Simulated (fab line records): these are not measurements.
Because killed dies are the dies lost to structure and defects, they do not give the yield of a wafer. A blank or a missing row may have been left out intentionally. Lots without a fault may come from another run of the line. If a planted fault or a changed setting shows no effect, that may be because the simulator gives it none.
Split-lot trial	flow berkeley_cmos170	5 lots, 27 wafers read, on a route of 331 steps

== THE SPLIT ITSELF ==
At UCB170_FIELD_WET_ETCH_05 (etches Si3N4 in H3PO4, time 12600 s), the setting time_s was moved away from the recipe's 12600 s on 18 of the 27 wafers read, by -41.7% to +56.0%. All remaining wafers had this setting at the recipe value.

Reading taken at the split's own step.

== THE READING ==
SiO2_of_FIELD_OXIDATION_01.thk_nm (the simulator's own value, which no gauge read), in nm, at UCB170_FIELD_WET_ETCH_05 (etches Si3N4 in H3PO4, time 12600 s). The file gives no usual value for it. Average 490.3 nm, standard deviation 13 nm, over the 9 wafers here run with the recipe.

wafer	tool, chamber at the split	time_s as run, s	against the recipe	SiO2_of_FIELD_OXIDATION_01.thk_nm, nm	against lot-mates on the recipe
L076.1	-, -	15020	+19.2%	494.9	no lot-mate on the recipe
L076.2	-, -	15020	+19.2%	487.8	no lot-mate on the recipe
L076.3	-, -	15020	+19.2%	484.9	no lot-mate on the recipe
L076.4	-, -	15020	+19.2%	484.4	no lot-mate on the recipe
L076.5	-, -	15020	+19.2%	488.1	no lot-mate on the recipe
L076.6	-, -	15020	+19.2%	488.5	no lot-mate on the recipe
L078.2	wet_bench-03, 3	12600	recipe	477.4	-
L078.3	wet_bench-03, 3	12600	recipe	469.1	-
L078.5	wet_bench-03, 3	12600	recipe	474.6	-
L081.1	-, -	19650	+56.0%	472.4	no lot-mate on the recipe
L081.2	-, -	19650	+56.0%	476.5	no lot-mate on the recipe
L081.3	-, -	19650	+56.0%	472.1	no lot-mate on the recipe
L081.4	-, -	19650	+56.0%	467.8	no lot-mate on the recipe
L081.5	-, -	19650	+56.0%	463	no lot-mate on the recipe
L081.6	-, -	19650	+56.0%	470.2	no lot-mate on the recipe
L082.1	-, -	12600	recipe	486.7	-
L082.2	-, -	12600	recipe	497.8	-
L082.3	-, -	12600	recipe	495.9	-
L082.4	-, -	12600	recipe	507.8	-
L082.5	-, -	12600	recipe	507.3	-
L082.6	-, -	12600	recipe	496.5	-
L084.1	-, -	7346	-41.7%	526	no lot-mate on the recipe
L084.2	-, -	7346	-41.7%	522	no lot-mate on the recipe
L084.3	-, -	7346	-41.7%	524.2	no lot-mate on the recipe
L084.4	-, -	7346	-41.7%	532.3	no lot-mate on the recipe
L084.5	-, -	7346	-41.7%	518.1	no lot-mate on the recipe
L084.6	-, -	7346	-41.7%	519	no lot-mate on the recipe

THE FIT
A straight line over all 27 wafers: SiO2_of_FIELD_OXIDATION_01.thk_nm changes by -0.527 nm for each +1% of time_s; r = -0.88; the points scatter about the line by 10 nm.
Too few moved wafers with a lot-mate on the recipe to fit a line net of each lot's own level.

== FILE'S OWN FIT ==
SiO2_of_FIELD_OXIDATION_01.thk_nm changes by -0.528 nm for each +1% of time_s, r = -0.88.
